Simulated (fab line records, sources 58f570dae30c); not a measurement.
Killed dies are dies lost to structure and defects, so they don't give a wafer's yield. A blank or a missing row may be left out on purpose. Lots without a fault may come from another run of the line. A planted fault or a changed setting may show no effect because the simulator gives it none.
fab line records | flow berkeley_cmos170
record lots=5 wafers=15 last_day=12
route steps=331 shown NSD@194 BACKSIDE@199 SDANNEAL@204 PSD@206 PLDD@208 NLDD@209 SILICIDE@210 CONTACT@216
lots that met no fault: from a run of the same line without faults
start_h: hours from the record's first day to the start of the lot's first wafer shown | wait_h: hours since the lot's step before | " the same as in the row above | L1.1+2: a row that stands for several wafers | - no value, or no start given | * or withheld: withheld | < > ~ a bound
route shown NAME@n: a module of which the file shows steps, and the number in the route of the first | usual: mean/standard deviation of fault-free wafers | same: alike in all rows | chamber/n: place in a boat | sites: the reading at each site | _std_site: their standard deviation | _edge_site: outer sites' mean less inner sites' | radius_mm: how far each site lies from the wafer's centre | mask NAME#n: copy n | behind: the tool/chamber that last shaped the wafer | hold: why the lot was held/for how many hours/how that ended | device: the transistor (n, p or np) that didn't switch | end of line: the same wafers' tests at the end of the route | a step without rows: its recipe alone | killed: dies lost to structure and defects at the first sort, not the wafer's yield | map: a wafer's dies, x killed, . not, _ none there
set.NAME: the setting as run; set.NAME@STEP: as run at that earlier step | model.NAME: the simulator's own value behind a step, which no gauge read
lots at some steps of the route; a table a step, a row a wafer
services: from which hour (start_h, from the record's first day; less than 0 if before it) a tool's chamber was out of use, for how many hours, and why
## steps
# step UCB170_NSD_OVL_MEAS_07
# usual NSD_OVL=6/5.3
# columns lot.wafer tool chamber start_h wait_h NSD_OVL[nm]
L077.1 overlay-02 - 170.21 0.1 0
L077.2 " - " " 2
L077.6 " - " " 5
L083.2 overlay-01 - 212.10 0.1 4
L083.3 " - " " 5
L083.6 " - " " 4
L087.1 overlay-02 - 227.72 0.1 7
L087.3 " - " " 4
L087.5 " - " " 8
L090.1 overlay-02 - 233.06 0.1 -2
L090.3 " - " " -3
L090.4 " - " " 4
L097.2 overlay-02 - 273.65 0.1 -2
L097.3 " - " " -3
L097.5 " - " " -2
# step UCB170_NSD_IMPLANT_08
# recipe species=P dose_cm2=3e+15 energy_kev=40.53 tilt_deg=7
# usual beam_on_s=10.01/0.22 faraday_current_uA=9254/210
# columns lot.wafer tool chamber start_h wait_h beam_on_s faraday_current_uA
L077.1 implanter-02 0 170.25 0.0 10.08 9199
L077.2 " 0 " " 9.64 9612
L077.6 " 0 " " 10.09 9221
L083.2 implanter-03 0 212.16 0.0 10.01 9268
L083.3 " 0 " " 10.32 8955
L083.6 " 0 " " 10.09 9193
L087.1 implanter-03 0 227.76 0.0 9.83 9406
L087.3 " 0 " " 9.98 9312
L087.5 " 0 " " 9.49 9698
L090.1 implanter-04 0 233.10 0.0 9.93 9292
L090.3 " 0 " " 9.86 9435
L090.4 " 0 " " 10.40 8932
L097.2 implanter-03 0 273.71 0.0 9.89 9359
L097.3 " 0 " " 9.86 9408
L097.5 " 0 " " 10.25 9001
# step UCB170_NSD_STRIP_09
# recipe chemistry=O2 power_w=400 pressure_mtorr=3500 platen_temp_c=withheld o2_flow_sccm=400 overash_fraction=0.5
# usual drypump_motor_current_A=5.2/0.36 oes_product_au=0.533/0.0044 strip_time_to_endpoint_s=36.03/0.07
# columns lot.wafer tool chamber start_h wait_h drypump_motor_current_A oes_product_au rf_hours_counter_h strip_time_to_endpoint_s
L077.1 plasma_asher-04 1 170.40 0.1 4.7 0.540 44 36.07
L077.2 " 0 " " 5.7 0.531 44 36.01
L077.6 " 1 " " 4.7 0.533 - 36.02
L083.2 plasma_asher-02 0 212.28 0.1 5.2 0.539 49 35.95
L083.3 " 0 " " 5.2 0.532 - 35.91
L083.6 " 1 " " 5.6 0.537 - 36.02
L087.1 plasma_asher-02 0 227.91 0.1 5.2 0.534 51 36.14
L087.3 " 1 " " 5.6 0.533 - 36.12
L087.5 " 0 " " 5.2 0.538 - 36.13
L090.1 plasma_asher-04 1 233.25 0.1 4.7 0.523 50 36.07
L090.3 " 1 " " 4.7 0.530 - 36.08
L090.4 " 0 " " 5.7 0.537 - 36.03
L097.2 plasma_asher-02 0 273.83 0.1 5.2 0.536 56 36.06
L097.3 " 0 " " 5.2 0.534 - 36.08
L097.5 " 1 " " 5.6 0.532 - 36.12
# step UCB170_NSD_TW_MEAS_10
# usual NSD_TW=4193/25
# columns lot.wafer tool chamber start_h wait_h NSD_TW
L077.1 film_metro-02 - 170.50 0.1 4222
L077.2 " - " " 4199
L077.6 " - " " 4215
L083.2 film_metro-02 - 212.39 0.1 4193
L083.3 " - " " 4173
L083.6 " - " " 4170
L087.1 film_metro-01 - 228.01 0.1 4191
L087.3 " - " " 4199
L087.5 " - " " 4193
L090.1 film_metro-01 - 233.35 0.1 4213
L090.3 " - " " 4218
L090.4 " - " " 4218
L097.2 film_metro-02 - 273.94 0.1 4192
L097.3 " - " " 4181
L097.5 " - " " 4188
# step UCB170_NSD_CLEAN_11
# recipe chemistry=SPM temp_c=120 time_s=600
# columns lot.wafer tool chamber start_h wait_h
L077.1+2+6 wet_bench-03 1 170.56 0.1
L083.2+3+6 wet_bench-02 3 214.80 2.4
L087.1+3+5 wet_bench-03 1 228.07 0.1
L090.1+3+4 wet_bench-02 1 233.41 0.1
L097.2+3+5 wet_bench-02 1 273.99 0.0
# step UCB170_BACKSIDE_HMDS_00
# recipe prime_time_s=60 prime_temp_c=100
# columns lot.wafer tool chamber start_h wait_h
L077.1+2+6 litho_track-01 0 170.87 0.1
L083.2+3+6 litho_track-01 0 215.69 0.7
L087.1+3+5 litho_track-02 0 228.25 0.0
L090.1+3+4 litho_track-04 0 233.59 0.0
L097.2+3+5 litho_track-04 0 274.80 0.6
# step UCB170_BACKSIDE_COAT_01
# recipe resist=KrF spin_rpm=1500 resist_thk_nm=900
# columns lot.wafer tool chamber start_h wait_h
L077.1+2+6 litho_track-01 0 171.02 0.1
L083.2+3+6 litho_track-01 0 215.84 0.1
L087.1+3+5 litho_track-02 0 228.40 0.1
L090.1+3+4 litho_track-04 0 233.74 0.1
L097.2+3+5 litho_track-04 0 274.95 0.1
# step UCB170_BACKSIDE_SOFTBAKE_02
# recipe resist=KrF temp_c=130 time_s=60
# columns lot.wafer tool chamber start_h wait_h
L077.1+2+6 litho_track-01 0 171.17 0.1
L083.2+3+6 litho_track-01 0 215.99 0.1
L087.1+3+5 litho_track-02 0 228.55 0.1
L090.1+3+4 litho_track-04 0 233.89 0.1
L097.2+3+5 litho_track-04 0 275.10 0.1
# step UCB170_BACKSIDE_STRIP_03
# recipe chemistry=O2 power_w=400 pressure_mtorr=3500 platen_temp_c=withheld o2_flow_sccm=400 overash_fraction=0.5
# usual drypump_motor_current_A=5.3/0.44 oes_product_au=0.734/0.0047 strip_time_to_endpoint_s=21.96/0.05
# columns lot.wafer tool chamber start_h wait_h drypump_motor_current_A oes_product_au rf_hours_counter_h strip_time_to_endpoint_s
L077.1 plasma_asher-03 0 171.32 0.1 4.9 0.736 39 21.88
L077.2 " 1 " " 5.0 0.730 39 21.89
L077.6 " 0 " " 4.8 0.737 - 22.01
L083.2 plasma_asher-04 1 216.11 0.1 4.7 0.737 48 21.95
L083.3 " 1 " " 4.7 0.734 - 21.95
L083.6 " 1 " " 4.8 0.730 - 21.85
L087.1 plasma_asher-01 0 228.70 0.1 5.9 0.738 12 21.95
L087.3 " 1 " " 5.3 0.735 - 21.99
L087.5 " 1 " " 5.3 0.734 - 21.93
L090.1 plasma_asher-04 0 234.04 0.1 5.7 0.730 50 22.02
L090.3 " 1 " " 4.7 0.743 - 22.02
L090.4 " 0 " " 5.7 0.735 - 21.99
L097.2 plasma_asher-01 0 275.22 0.1 5.9 0.733 19 22.09
L097.3 " 1 " " 5.3 0.731 - 21.99
L097.5 " 1 " " 5.3 0.728 - 22.02
# step UCB170_BACKSIDE_CLEAN_04
# recipe chemistry=SPM temp_c=120 time_s=600
# columns lot.wafer tool chamber start_h wait_h
L077.1+2+6 wet_bench-03 0 171.42 0.1
L083.2+3+6 wet_bench-03 3 216.21 0.1
L087.1+3+5 wet_bench-03 1 228.80 0.1
L090.1+3+4 wet_bench-02 0 234.14 0.1
L097.2+3+5 wet_bench-04 0 275.32 0.1
# step UCB170_SDANNEAL_RTA_00
# recipe temp_c=900 time_s=10 ambient=N2
# usual anneal_temp_c_max=907.1/1.7 lamp_power_pct=24.8/1.2 wafer_temp_C_max=903.5/0.68
# columns lot.wafer tool chamber start_h wait_h anneal_temp_c_max lamp_power_pct wafer_temp_C_max
L077.1 rtp_anneal-01 0 171.61 0.0 906.8 23.7 902.6
L077.2 " 0 " " 906.7 23.7 902.3
L077.6 " 0 " " 906.5 23.7 902.3
L083.2 rtp_anneal-02 0 216.40 0.0 907.5 26.2 904.0
L083.3 " 0 " " 906.6 26.2 902.8
L083.6 " 0 " " 905.9 26.2 903.6
L087.1 rtp_anneal-01 0 228.97 0.0 912.1 23.7 903.9
L087.3 " 0 " " 909.3 23.7 903.8
L087.5 " 0 " " 905.9 23.7 903.5
L090.1 rtp_anneal-01 0 234.31 0.0 909.7 23.7 903.6
L090.3 " 0 " " 908.6 23.7 904.2
L090.4 " 0 " " 906.8 23.7 903.8
L097.2 rtp_anneal-02 0 275.51 0.0 905.4 26.2 903.9
L097.3 " 0 " " 906.3 26.1 902.8
L097.5 " 0 " " 906.5 26.2 904.4
# step UCB170_SDANNEAL_RTA_01
# recipe temp_c=1050 time_s=5 ambient=N2
# usual anneal_temp_c_max=1058.4/1.9 lamp_power_pct=38.3/1.9 wafer_temp_C_max=1054.3/0.84
# columns lot.wafer tool chamber start_h wait_h anneal_temp_c_max lamp_power_pct wafer_temp_C_max
L077.1 rtp_anneal-01 0 171.67 0.1 1058.2 36.6 1053.9
L077.2 " 0 " " 1061.3 36.5 1053.3
L077.6 " 0 " " 1058.4 36.6 1053.2
L083.2 rtp_anneal-02 0 216.47 0.1 1058.3 40.4 1053.8
L083.3 " 0 " " 1056.4 40.3 1053.6
L083.6 " 0 " " 1058.5 40.4 1054.1
L087.1 rtp_anneal-01 0 229.04 0.1 1058.3 36.6 1053.5
L087.3 " 0 " " 1061.1 36.5 1053.6
L087.5 " 0 " " 1058.8 36.5 1053.7
L090.1 rtp_anneal-01 0 234.38 0.1 1060.3 36.6 1053.9
L090.3 " 0 " " 1061.4 36.6 1055.3
L090.4 " 0 " " 1059.2 36.7 1055.0
L097.2 rtp_anneal-02 0 275.57 0.1 1057.4 40.4 1055.1
L097.3 " 0 " " 1057.7 40.4 1055.9
L097.5 " 0 " " 1056.5 40.4 1054.9
# step UCB170_SDANNEAL_RS_MEAS_02
# recipe thk_meas_gauge=four-point-probe
# usual PSD_RS=75.69/0.28
# columns lot.wafer tool chamber start_h wait_h PSD_RS[ohm/sq]
L077.1 film_metro-01 - 171.73 0.0 75.33
L077.2 " - " " 75.50
L077.6 " - " " 75.63
L083.2 film_metro-02 - 216.53 0.1 76.08
L083.3 " - " " 75.82
L083.6 " - " " 75.57
L087.1 film_metro-04 - 229.10 0.0 75.65
L087.3 " - " " 75.53
L087.5 " - " " 75.58
L090.1 film_metro-01 - 234.44 0.0 76.36
L090.3 " - " " 75.87
L090.4 " - " " 76.17
L097.2 film_metro-01 - 275.64 0.1 75.27
L097.3 " - " " 75.22
L097.5 " - " " 75.43
# step UCB170_SDANNEAL_RS_MEAS_03
# recipe thk_meas_gauge=four-point-probe
# usual NSD_RS=37.11/0.11
# columns lot.wafer tool chamber start_h wait_h NSD_RS[ohm/sq]
L077.1 film_metro-01 - 171.85 0.1 37.05
L077.2 " - " " 36.92
L077.6 " - " " 37.04
L083.2 film_metro-02 - 216.65 0.1 37.23
L083.3 " - " " 37.28
L083.6 " - " " 37.30
L087.1 film_metro-04 - 229.22 0.1 37.03
L087.3 " - " " 37.02
L087.5 " - " " 37.07
L090.1 film_metro-01 - 234.56 0.1 37.12
L090.3 " - " " 36.98
L090.4 " - " " 37.01
L097.2 film_metro-01 - 275.76 0.1 37.01
L097.3 " - " " 36.96
L097.5 " - " " 36.82
# step UCB170_SDANNEAL_RS_MEAS_04
# recipe thk_meas_gauge=four-point-probe
# usual PLDD_RS=1032/3
# columns lot.wafer tool chamber start_h wait_h PLDD_RS[ohm/sq]
L077.1 film_metro-01 - 171.97 0.1 1030
L077.2 " - " " 1031
L077.6 " - " " 1028
L083.2 film_metro-02 - 216.77 0.1 1034
L083.3 " - " " 1033
L083.6 " - " " 1030
L087.1 film_metro-04 - 229.34 0.1 1030
L087.3 " - " " 1028
L087.5 " - " " 1027
L090.1 film_metro-01 - 234.68 0.1 1028
L090.3 " - " " 1029
L090.4 " - " " 1028
L097.2 film_metro-01 - 275.88 0.1 1031
L097.3 " - " " 1031
L097.5 " - " " 1028
# step UCB170_SDANNEAL_RS_MEAS_05
# recipe thk_meas_gauge=four-point-probe
# usual NLDD_RS=614.0/1.5
# columns lot.wafer tool chamber start_h wait_h NLDD_RS[ohm/sq]
L077.1 film_metro-01 - 172.09 0.1 611.8
L077.2 " - " " 610.0
L077.6 " - " " 610.6
L083.2 film_metro-02 - 216.89 0.1 614.1
L083.3 " - " " 615.7
L083.6 " - " " 616.9
L087.1 film_metro-04 - 229.46 0.1 612.6
L087.3 " - " " 612.3
L087.5 " - " " 611.1
L090.1 film_metro-01 - 234.80 0.1 612.5
L090.3 " - " " 612.1
L090.4 " - " " 612.1
L097.2 film_metro-01 - 276.00 0.1 614.9
L097.3 " - " " 614.3
L097.5 " - " " 614.8
# step UCB170_SILICIDE_PRE_CLEAN_00
# recipe gas=Ar preclean_etch_time_s=60
# columns lot.wafer tool chamber start_h wait_h
L077.1+2+6 pvd_sputter-01 - 172.21 0.1
L083.2+3+6 pvd_sputter-01 - 216.99 0.1
L087.1+3+5 pvd_sputter-01 - 229.58 0.1
L090.1+3+4 pvd_sputter-02 - 234.92 0.1
L097.2+3+5 pvd_sputter-03 - 276.10 0.1
# step UCB170_SILICIDE_SPUTTER_01
# recipe material=Ti target_thk_nm=30 time_s=25 power_w=1500 chamber_pressure_pa=0.5
# usual throttle_valve_pct=30.6/1.2
# columns lot.wafer tool chamber start_h wait_h throttle_valve_pct
L077.1 pvd_sputter-01 - 172.28 0.0 29.4
L077.2 " - " " 30.9
L077.6 " - " " 31.7
L083.2 pvd_sputter-01 - 217.06 0.0 30.8
L083.3 " - " " 29.6
L083.6 " - " " 31.9
L087.1 pvd_sputter-01 - 229.64 0.0 29.4
L087.3 " - " " 31.8
L087.5 " - " " 31.6
L090.1 pvd_sputter-02 - 234.98 0.0 31.5
L090.3 " - " " 30.3
L090.4 " - " " 29.5
L097.2 pvd_sputter-03 - 276.17 0.0 27.5
L097.3 " - " " 30.9
L097.5 " - " " 27.8
# step UCB170_SILICIDE_RS_MEAS_02
# recipe thk_meas_gauge=four-point-probe reads=Ti_of_SILICIDE_SPUTTER_01
# usual SILICIDE_TI_RS=26.0/0.36
# columns lot.wafer tool chamber start_h wait_h SILICIDE_TI_RS[ohm/sq]
L077.1 film_metro-03 - 172.31 0.0 25.9
L077.2 " - " " 26.0
L077.6 " - " " 25.7
L083.2 film_metro-03 - 217.11 0.0 26.5
L083.3 " - " " 26.2
L083.6 " - " " 26.4
L087.1 film_metro-03 - 229.67 0.0 26.5
L087.3 " - " " 26.6
L087.5 " - " " 26.6
L090.1 film_metro-03 - 235.01 0.0 25.8
L090.3 " - " " 25.9
L090.4 " - " " 25.8
L097.2 film_metro-03 - 276.22 0.0 26.2
L097.3 " - " " 26.1
L097.5 " - " " 26.1
# step UCB170_SILICIDE_THK_MEAS_03
# recipe thk_meas_gauge=xrf reads=Ti_of_SILICIDE_SPUTTER_01
# usual SILICIDE_TI_THK=30.0/0.39
# columns lot.wafer tool chamber start_h wait_h SILICIDE_TI_THK[nm]
L077.1 film_metro-03 - 172.43 0.1 30.2
L077.2 " - " " 30.1
L077.6 " - " " 30.3
L083.2 film_metro-03 - 217.22 0.1 29.7
L083.3 " - " " 30.0
L083.6 " - " " 29.8
L087.1 film_metro-03 - 229.79 0.1 29.6
L087.3 " - " " 29.6
L087.5 " - " " 29.6
L090.1 film_metro-03 - 235.13 0.1 30.4
L090.3 " - " " 30.1
L090.4 " - " " 30.3
L097.2 film_metro-03 - 276.33 0.1 29.8
L097.3 " - " " 29.9
L097.5 " - " " 30.0
# step UCB170_SILICIDE_RTA_04
# recipe temp_c=650 time_s=15 ambient=N2
# usual anneal_temp_c_max=655.1/1.3 lamp_power_pct=10.7/0.53 wafer_temp_C_max=652.5/0.58
# columns lot.wafer tool chamber start_h wait_h anneal_temp_c_max lamp_power_pct wafer_temp_C_max
L077.1 rtp_anneal-02 0 172.49 0.1 653.6 11.2 653.1
L077.2 " 0 " " 654.0 11.2 652.7
L077.6 " 0 " " 655.2 11.2 652.2
L083.2 rtp_anneal-02 0 217.28 0.1 653.8 11.2 652.2
L083.3 " 0 " " 655.6 11.2 652.1
L083.6 " 0 " " 654.9 11.2 651.3
L087.1 rtp_anneal-02 0 229.85 0.1 653.3 11.2 652.1
L087.3 " 0 " " 654.7 11.2 651.8
L087.5 " 0 " " 655.3 11.2 652.1
L090.1 rtp_anneal-01 0 235.19 0.1 656.7 10.2 651.9
L090.3 " 0 " " 655.7 10.2 652.5
L090.4 " 0 " " 655.1 10.2 653.0
L097.2 rtp_anneal-01 0 276.39 0.1 656.1 10.2 653.0
L097.3 " 0 " " 655.6 10.2 651.9
L097.5 " 0 " " 657.6 10.2 652.3
# step UCB170_SILICIDE_WET_ETCH_05
# recipe chemistry=SPM time_s=45 temp_c=120 target=Ti
# columns lot.wafer tool chamber start_h wait_h
L077.1+2+6 wet_bench-03 1 172.56 0.1
L083.2+3+6 wet_bench-03 0 217.35 0.1
L087.1+3+5 wet_bench-04 0 229.93 0.1
L090.1+3+4 wet_bench-03 2 235.27 0.1
L097.2+3+5 wet_bench-03 1 276.45 0.1
# step UCB170_CONTACT_CLEAN_00
# recipe chemistry=SPM temp_c=120 time_s=600
# columns lot.wafer tool chamber start_h wait_h
L077.1+2+6 wet_bench-03 0 172.59 0.0
L083.2+3+6 wet_bench-03 1 217.37 0.0
L087.1+3+5 wet_bench-03 0 229.95 0.0
L090.1+3+4 wet_bench-01 2 235.29 0.0
L097.2+3+5 wet_bench-03 2 276.48 0.0
# step UCB170_CONTACT_CVD_01
# recipe material=PSG target_thk_nm=700 temp_c=450 precursor=SiH4/O2/PH3 time_s=2820 pressure_mtorr=300 sih4_flow_sccm=60 o2_flow_sccm=90 ph3_flow_sccm=25
# columns lot.wafer tool chamber start_h wait_h
L077.1+2+6 lpcvd-02 1 174.11 1.3
L083.2+3+6 lpcvd-02 0 217.93 0.4
L087.1+3+5 lpcvd-02 1 230.12 0.0
L090.1+3+4 lpcvd-01 1 236.36 0.9
L097.2+3+5 lpcvd-01 0 276.69 0.0
# step UCB170_CONTACT_THK_MEAS_02
# recipe reads=PSG_of_CONTACT_CVD_01
# usual CONTACT_PSG_THK=700/6.5
# columns lot.wafer tool chamber start_h wait_h CONTACT_PSG_THK[nm]
L077.1 film_metro-03 - 175.89 0.0 717
L077.2 " - " " 710
L077.6 " - " " 714
L083.2 film_metro-01 - 219.78 0.1 692
L083.3 " - " " 689
L083.6 " - " " 689
L087.1 film_metro-03 - 231.91 0.0 702
L087.3 " - " " 701
L087.5 " - " " 703
L090.1 film_metro-01 - 238.15 0.0 684
L090.3 " - " " 689
L090.4 " - " " 687
L097.2 film_metro-02 - 278.48 0.0 698
L097.3 " - " " 695
L097.5 " - " " 695
# step UCB170_CONTACT_HMDS_03
# recipe prime_time_s=60 prime_temp_c=100
# columns lot.wafer tool chamber start_h wait_h
L077.1+2+6 litho_track-03 0 175.95 0.1
L083.2+3+6 litho_track-02 0 220.14 0.4
L087.1+3+5 litho_track-03 0 231.97 0.1
L090.1+3+4 litho_track-01 0 238.21 0.1
L097.2+3+5 litho_track-03 0 278.82 0.3
# step UCB170_CONTACT_COAT_04
# recipe resist=KrF spin_rpm=1500 resist_thk_nm=900
# columns lot.wafer tool chamber start_h wait_h
L077.1+2+6 litho_track-03 0 176.10 0.1
L083.2+3+6 litho_track-02 0 220.29 0.1
L087.1+3+5 litho_track-03 0 232.12 0.1
L090.1+3+4 litho_track-01 0 238.36 0.1
L097.2+3+5 litho_track-03 0 278.97 0.1
# step UCB170_CONTACT_SOFTBAKE_05
# recipe resist=KrF temp_c=130 time_s=60
# columns lot.wafer tool chamber start_h wait_h
L077.1+2+6 litho_track-03 0 176.25 0.1
L083.2+3+6 litho_track-02 0 220.44 0.1
L087.1+3+5 litho_track-03 0 232.27 0.1
L090.1+3+4 litho_track-01 0 238.51 0.1
L097.2+3+5 litho_track-03 0 279.12 0.1
# step UCB170_CONTACT_STRIP_06
# recipe chemistry=O2 power_w=400 pressure_mtorr=3500 platen_temp_c=withheld o2_flow_sccm=400 overash_fraction=0.5
# usual drypump_motor_current_A=5.4/0.36 oes_product_au=0.735/0.0044 strip_time_to_endpoint_s=21.95/0.054
# columns lot.wafer tool chamber start_h wait_h drypump_motor_current_A oes_product_au rf_hours_counter_h strip_time_to_endpoint_s
L077.1 plasma_asher-02 0 176.40 0.1 5.2 0.742 46 21.93
L077.2 " 1 " " 5.6 0.734 46 21.90
L077.6 " 1 " " 5.6 0.739 - 21.82
L083.2 plasma_asher-02 0 220.56 0.1 5.2 0.723 50 21.97
L083.3 " 0 " " 5.2 0.732 - 21.99
L083.6 " 0 " " 5.2 0.733 - 22.08
L087.1 plasma_asher-02 1 232.42 0.1 5.6 0.730 51 21.89
L087.3 " 0 " " 5.2 0.742 - 21.94
L087.5 " 0 " " 5.2 0.743 - 21.99
L090.1 plasma_asher-01 1 238.66 0.1 5.3 0.736 13 21.97
L090.3 " 0 " " 5.9 0.734 - 21.93
L090.4 " 1 " " 5.3 0.727 - 21.85
L097.2 plasma_asher-01 1 279.25 0.1 5.3 0.728 20 21.90
L097.3 " 1 " " 5.3 0.740 - 22.00
L097.5 " 0 " " 5.9 0.735 - 21.99
# step UCB170_CONTACT_CLEAN_07
# recipe chemistry=SPM temp_c=120 time_s=600
# columns lot.wafer tool chamber start_h wait_h
L077.1+2+6 wet_bench-01 0 176.50 0.1
L083.2+3+6 wet_bench-03 1 220.66 0.1
L087.1+3+5 wet_bench-03 3 232.52 0.1
L090.1+3+4 wet_bench-03 2 238.76 0.1
L097.2+3+5 wet_bench-03 3 279.35 0.1
# step UCB170_CONTACT_RTA_08
# recipe temp_c=900 time_s=10 ambient=N2
# usual anneal_temp_c_max=907.1/1.7 lamp_power_pct=25.0/1.2 wafer_temp_C_max=903.7/0.81
# columns lot.wafer tool chamber start_h wait_h anneal_temp_c_max lamp_power_pct wafer_temp_C_max
L077.1 rtp_anneal-01 0 176.69 0.0 910.3 23.7 903.3
L077.2 " 0 " " 908.2 23.7 903.8
L077.6 " 0 " " 909.0 23.7 903.5
L083.2 rtp_anneal-02 0 220.85 0.0 905.8 26.2 902.8
L083.3 " 0 " " 905.1 26.2 903.5
L083.6 " 0 " " 904.8 26.1 903.1
L087.1 rtp_anneal-01 0 232.69 0.0 909.2 23.7 903.3
L087.3 " 0 " " 909.7 23.7 902.9
L087.5 " 0 " " 907.3 23.7 902.3
L090.1 rtp_anneal-01 0 238.93 0.0 909.3 23.7 903.1
L090.3 " 0 " " 908.6 23.7 903.6
L090.4 " 0 " " 907.0 23.7 903.8
L097.2 rtp_anneal-01 0 279.55 0.0 906.7 23.7 904.6
L097.3 " 0 " " 905.9 23.7 903.2
L097.5 " 0 " " 907.8 23.7 903.8
# step UCB170_CONTACT_COAT_09
# recipe resist=BARC temp_c=withheld time_s=withheld spin_rpm=3000 resist_thk_nm=withheld
# columns lot.wafer tool chamber start_h wait_h
L077.1+2+6 litho_track-02 0 176.85 0.1
L083.2+3+6 litho_track-02 0 220.93 0.1
L087.1+3+5 litho_track-01 0 232.94 0.2
L090.1+3+4 litho_track-01 0 239.56 0.6
L097.2+3+5 litho_track-02 0 279.63 0.1
# step UCB170_CONTACT_COAT_10
# recipe resist=KrF spin_rpm=1500 resist_thk_nm=900
# columns lot.wafer tool chamber start_h wait_h
L077.1+2+6 litho_track-02 0 - -
L083.2+3+6 litho_track-02 0 - -
L087.1+3+5 litho_track-01 0 - -
L090.1+3+4 litho_track-01 0 - -
L097.2+3+5 litho_track-02 0 - -
# step UCB170_CONTACT_SOFTBAKE_11
# recipe resist=KrF temp_c=130 time_s=60
# columns lot.wafer tool chamber start_h wait_h
L077.1+2+6 litho_track-02 0 - -
L083.2+3+6 litho_track-02 0 - -
L087.1+3+5 litho_track-01 0 - -
L090.1+3+4 litho_track-01 0 - -
L097.2+3+5 litho_track-02 0 - -
# step UCB170_CONTACT_EXPOSE_12
# recipe mask_id=CONT target_cd_nm=700 na=0.5 sigma_outer=0.6 source_shape=conventional dose_mj=35
# same na=0.5
# columns lot.wafer tool chamber start_h wait_h mask
L077.1+2+6 krf_scanner-01 0 177.30 - CONT#0
L083.2+3+6 krf_scanner-02 0 221.38 - CONT#0
L087.1+3+5 krf_scanner-02 0 233.39 - CONT#0
L090.1+3+4 krf_scanner-01 0 240.13 - CONT#0
L097.2+3+5 krf_scanner-01 0 280.20 - CONT#0
# step UCB170_CONTACT_PEB_13
# recipe peb_temp_c=130 peb_time_s=withheld resist=KrF
# columns lot.wafer tool chamber start_h wait_h
L077.1+2+6 litho_track-02 0 177.58 0.3
L083.2+3+6 litho_track-02 0 221.83 0.4
L087.1+3+5 litho_track-01 0 233.84 0.4
L090.1+3+4 litho_track-01 0 240.73 0.6
L097.2+3+5 litho_track-02 0 280.36 0.1
# step UCB170_CONTACT_DEVELOP_14
# recipe developer=TMAH develop_time_s=45 resist=KrF dev_temp_c=21
# columns lot.wafer tool chamber start_h wait_h
L077.1+2+6 litho_track-02 0 - -
L083.2+3+6 litho_track-02 0 - -
L087.1+3+5 litho_track-01 0 - -
L090.1+3+4 litho_track-01 0 - -
L097.2+3+5 litho_track-02 0 - -
# step UCB170_CONTACT_CD_MEAS_15
# recipe target_cd_nm=700
# usual cd_nm=700.5/1.5
# columns lot.wafer tool chamber start_h wait_h cd_nm
L077.1 cd_sem-01 - 177.85 - 701.7
L077.2 " - " " 700.4
L077.6 " - " " 701.4
L083.2 cd_sem-02 - 222.10 - 700.8
L083.3 " - " " 699.5
L083.6 " - " " 700.9
L087.1 cd_sem-02 - 234.12 - 701.2
L087.3 " - " " 700.4
L087.5 " - " " 700.8
L090.1 cd_sem-02 - 241.01 - 701.2
L090.3 " - " " 699.3
L090.4 " - " " 699.6
L097.2 cd_sem-02 - 280.63 - 701.7
L097.3 " - " " 702.2
L097.5 " - " " 702.5
# step UCB170_CONTACT_OVL_MEAS_16
# usual CONTACT_OVL=2/4.8
# columns lot.wafer tool chamber start_h wait_h CONTACT_OVL[nm]
L077.1 overlay-01 - 177.97 0.1 4
L077.2 " - " " 4
L077.6 " - " " 4
L083.2 overlay-02 - 222.21 0.1 -3
L083.3 " - " " 1
L083.6 " - " " 1
L087.1 overlay-01 - 234.24 0.1 0
L087.3 " - " " 2
L087.5 " - " " 0
L090.1 overlay-01 - 241.13 0.1 7
L090.3 " - " " 3
L090.4 " - " " 2
L097.2 overlay-02 - 280.73 0.1 -6
L097.3 " - " " -4
L097.5 " - " " 0
# step UCB170_CONTACT_ETCH_17
# recipe chemistry=N2/H2 target_depth_a=withheld overetch_a=withheld target=BARC time_s=withheld source_w=500 bias_w=100 pressure_mtorr=30 n2_flow_sccm=100 h2_flow_sccm=200
# usual drypump_motor_current_A=5.9/0.5 oes_product_au=0.996/0.018 throttle_valve_pct=13.36/0.17
# columns lot.wafer tool chamber start_h wait_h drypump_motor_current_A oes_product_au throttle_valve_pct
L077.1 rie_diel-04 0 178.01 0.0 5.6 1.009 13.54
L077.2 " 2 " " 5.8 1.000 13.52
L077.6 " 0 " " 5.7 1.014 13.55
L083.2 rie_diel-04 2 222.24 0.0 5.8 1.008 13.52
L083.3 " 1 " " 6.4 0.985 13.24
L083.6 " 0 " " 5.6 1.010 13.57
L087.1 rie_diel-04 2 234.28 0.0 5.8 1.001 13.51
L087.3 " 1 " " 6.4 0.984 13.24
L087.5 " 0 " " 5.6 1.004 13.56
L090.1 rie_diel-03 0 241.16 0.0 5.9 1.017 13.16
L090.3 " 2 " " 5.6 1.011 13.32
L090.4 " 1 " " 6.2 1.007 13.29
L097.2 rie_diel-03 1 280.76 0.0 6.2 1.015 13.29
L097.3 " 3 " " 6.0 1.007 13.11
L097.5 " 0 " " 5.9 1.017 13.15
## services
# columns tool chamber start_h hours kind
krf_scanner-02 - 146.72 1.3 pm
rie_diel-04 - 148.61 0.8 repair
rie_diel-03 3 151.15 3.8 repair
implanter-03 - 154.22 3.1 pm
krf_scanner-01 - 156.08 0.8 pm
lpcvd-01 - 161.07 0.7 repair
pvd_sputter-02 - 172.06 49.7 repair
plasma_asher-02 - 185.92 0.7 repair
pvd_sputter-03 - 186.59 2.7 repair
plasma_asher-02 - 189.25 0.6 repair
krf_scanner-02 - 189.25 4.4 pm
krf_scanner-02 - 193.63 0.8 pm
krf_scanner-01 - 195.92 1.3 pm
krf_scanner-01 - 198.58 1.0 pm
implanter-03 - 199.54 2.7 repair
rie_diel-04 3 204.64 27.2 repair
krf_scanner-02 - 206.76 4.0 pm
krf_scanner-02 - 216.80 1.0 pm
pvd_sputter-01 - 223.22 3.2 repair
pvd_sputter-03 - 225.63 5.1 repair
plasma_asher-01 - 234.27 2.3 repair
plasma_asher-02 - 246.27 10.5 pm
rie_diel-04 0 261.47 2.5 repair
rtp_anneal-02 - 276.13 4.2 pm
## key
fault none
